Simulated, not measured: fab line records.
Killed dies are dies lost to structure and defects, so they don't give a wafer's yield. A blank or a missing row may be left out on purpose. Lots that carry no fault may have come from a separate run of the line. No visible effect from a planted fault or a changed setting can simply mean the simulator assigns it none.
Struck lot and sound lot, side by side / flow rit-cmos / 15 steps out of a route of 202
Sound: wafers L695.1, L695.3, L695.4. Wafers L698.1, L698.2, L698.5 were the ones struck. The cause is given at the end.
Order at every step that has rows: each side's tool, ch and its chambers, its first start. Under that, the readings that differ: sound wafers / struck wafers / difference of the means / sigmas: that difference in standard deviations of wafers without a fault.
alike: same words and numbers on both sides, and readings whose means sit less than 2 such deviations apart. not compared: any withheld reading, any reading some wafer has no value for, any bound like >300 that may hide the same value, and any number with overlapping values for which the record gives no deviation.
A row with sigmas, a row that says differs or no value, or rows on one side alone: a step with any of these is where the two part. Numbers that have no deviation but don't overlap get no sigmas and don't part them. A reading that every wafer of one side lacks parts them only if that side has two wafers or more.

first, 2 steps without rows for these wafers: RIT_NRETRO_HARDBAKE_07 (time 120 s); RIT_NRETRO_IMPLANT_08.
RIT_NRETRO_STRIP_09: strips in O2, time 180 s.
  sound on plasma-asher-02 ch 0,1, day 3 12:40; struck on plasma-asher-02 ch 0,1, day 4 02:17
  alike: drypump-motor-current-A
  not compared: rf-hours-counter-h
RIT_NRETRO_TW_MEAS_10:
  sound: film-metro-02 at day 3 12:50; struck: film-metro-02 at day 4 02:27
  alike: NRETRO_TW
then, 6 steps without rows for these wafers: RIT_PRETRO_HMDS_00 (prime time 60 s); RIT_PRETRO_COAT_01 (resist thk 1300 nm); RIT_PRETRO_SOFTBAKE_02 (time 60 s); RIT_PRETRO_EXPOSE_03 (exposes mask M5, target cd 43700 nm); RIT_PRETRO_PEB_04; RIT_PRETRO_DEVELOP_05 (develop time 68 s).
RIT_PRETRO_OVL_MEAS_06:
  sound: overlay-02 at day 3 13:55; struck: overlay-01 at day 4 03:31
reading=PRETRO_OVL (nm); sound=-1.0 -2.4 -1.0; struck=1.5 2.9 0.9; difference=+3.2; sigmas=+2
then, 1 step without rows for these wafers: RIT_PRETRO_HARDBAKE_07 (time 120 s).
RIT_PRETRO_IMPLANT_08:
  sound on implanter-02 ch 0, day 3 14:11; struck on implanter-04 ch 0, day 4 03:49
reading=tilt-deg (degrees); sound=6.974 6.979 6.975; struck=6.755 6.771 6.756; difference=-0.215; sigmas=-11
RIT_PRETRO_STRIP_09: strips in O2, time 180 s.
  sound on plasma-asher-01 ch 0,1, day 3 14:20; struck on plasma-asher-04 ch 0,1, day 4 03:58
  alike: drypump-motor-current-A
  not compared: rf-hours-counter-h
RIT_M1_PROBE_99:
  sound: prober-01 at day 4 15:11; struck: prober-02 at day 5 09:06
  alike: killed-at-front-end, killed-dies, killed-open, killed-short

== WHERE THEY PART ==
Last at RIT_PRETRO_IMPLANT_08 as far as this record goes, first at RIT_PRETRO_OVL_MEAS_06. Later steps at which nothing parts them and some readings are alike: RIT_PRETRO_STRIP_09, RIT_M1_PROBE_99.

WHY: the cause the simulator had injected
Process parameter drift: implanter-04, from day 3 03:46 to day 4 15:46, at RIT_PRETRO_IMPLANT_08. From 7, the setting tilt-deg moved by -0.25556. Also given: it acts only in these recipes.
